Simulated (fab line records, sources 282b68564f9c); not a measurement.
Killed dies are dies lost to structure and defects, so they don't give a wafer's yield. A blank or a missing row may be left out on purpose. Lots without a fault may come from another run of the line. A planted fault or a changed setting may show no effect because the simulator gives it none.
A struck lot beside a sound one | flow rit_cmos | 22 steps out of a route of 202
Sound: wafers L733.1, L733.4, L733.5. Struck: wafers L751.1, L751.3, L751.6. The cause comes at the end.
At each step with rows: each side's tool, then ch and its chambers, then its first start. Under that, the readings that differ: sound wafers | struck wafers | difference of the means | sigmas: that difference in standard deviations of wafers without a fault.
alike: readings whose means differ by less than 2 such deviations, and words and numbers that are the same on both sides. not compared: withheld readings, readings that some wafer has no value for, bounds like >300 that may hide the same value, and numbers for which the record gives no deviation and whose values overlap.
The two part at a step that has a row with sigmas, a row that says differs or no value, or rows on one side only. Numbers that don't overlap but have no deviation are shown without sigmas and don't part them. A reading that every wafer of one side lacks parts them only if that side has two wafers or more.

first, 2 steps without rows for these wafers: RIT_NSD_HARDBAKE_07 (time 60 s); RIT_NSD_IMPLANT_08.
RIT_NSD_STRIP_09: strips in O2, time 180 s.
  sound on plasma_asher-04 ch 1, day 3 08:14; struck on plasma_asher-04 ch 1, day 7 19:24
  alike: drypump_motor_current_A, o2_flow_sccm
  not compared: rf_hours_counter_h
RIT_NSD_TW_MEAS_10:
  sound on film_metro-04, day 3 08:25; struck on film_metro-04, day 7 19:35
  alike: NSD_TW
then, 6 steps without rows for these wafers: RIT_PSD_HMDS_00 (prime time 60 s); RIT_PSD_COAT_01 (resist thk 1000 nm); RIT_PSD_SOFTBAKE_02 (time 60 s); RIT_PSD_EXPOSE_03 (exposes mask M10, target cd 40900 nm); RIT_PSD_PEB_04; RIT_PSD_DEVELOP_05 (develop time 50 s).
RIT_PSD_OVL_MEAS_06:
  sound on overlay-02, day 3 09:27; struck on overlay-01, day 7 20:37
  alike: PSD_OVL
then, 1 step without rows for these wafers: RIT_PSD_HARDBAKE_07 (time 60 s).
RIT_PSD_IMPLANT_08:
  sound on implanter-04 ch 0, day 3 09:45; struck on implanter-01 ch 0, day 7 20:48
  reading       | sound                         | struck                        | difference | sigmas
  beam_on_s (s) | 13.9 13.9 13.7                | 23.4 22.8 23.0                | +9.2       | +23
  dose_ions_cm2 | 4.999e+15 4.996e+15 5.003e+15 | 8.004e+15 8.003e+15 8.001e+15 | +3.003e+15 | +99 or more
  alike: tilt_deg
RIT_PSD_STRIP_09: strips in O2, time 180 s.
  sound on plasma_asher-04 ch 1, day 3 09:54; struck on plasma_asher-02 ch 0,1, day 7 20:57
  reading             | sound          | struck         | difference | sigmas
  o2_flow_sccm (sccm) | 4002 3985 3982 | 4007 4018 4024 | +27        | +2
  alike: drypump_motor_current_A
  not compared: rf_hours_counter_h
RIT_PSD_TW_MEAS_10:
  sound on film_metro-04, day 3 10:04; struck on film_metro-03, day 7 21:08
  reading | sound          | struck         | difference | sigmas
  PSD_TW  | 3398 3412 3393 | 3589 3594 3590 | +190       | +5
then, 3 steps without rows for these wafers: RIT_SDANNEAL_CLEAN_00 (cleans in SC1, time 600 s); RIT_SDANNEAL_CLEAN_01 (cleans in dHF, time 30 s); RIT_SDANNEAL_CLEAN_02 (cleans in SC2, time 600 s).
RIT_SDANNEAL_RTA_03: time 5 s.
  sound on rtp_anneal-02 ch 0, day 3 10:30; struck on rtp_anneal-02 ch 0, day 7 21:33
  alike: wafer_temp_C_max
RIT_SDANNEAL_RS_MEAS_04: measures by four-point-probe.
  sound on film_metro-03, day 3 10:34; struck on film_metro-03, day 7 21:37
  reading         | sound                | struck               | difference | sigmas
  PSD_RS (ohm/sq) | 115.68 115.63 115.92 | 109.79 110.04 109.82 | -5.86      | -21
RIT_SDANNEAL_RS_MEAS_05: measures by four-point-probe.
  sound on film_metro-03, day 3 10:41; struck on film_metro-03, day 7 21:44
  alike: NSD_RS
RIT_M1_PROBE_99:
  sound on prober-02, day 3 18:01; struck on prober-02, day 8 05:00
  alike: killed_at_contacts, killed_at_front_end, killed_dies, killed_open, killed_short

WHERE THEY PART
First at RIT_PSD_IMPLANT_08; last, within this record, at RIT_SDANNEAL_RS_MEAS_04. Later steps at which nothing parts them and some readings are alike: RIT_SDANNEAL_RS_MEAS_05, RIT_M1_PROBE_99.

WHY: what the simulator had put in
Process parameter drift: implanter-01, from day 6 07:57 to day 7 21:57, at RIT_PSD_IMPLANT_08. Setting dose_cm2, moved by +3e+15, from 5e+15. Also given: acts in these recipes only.
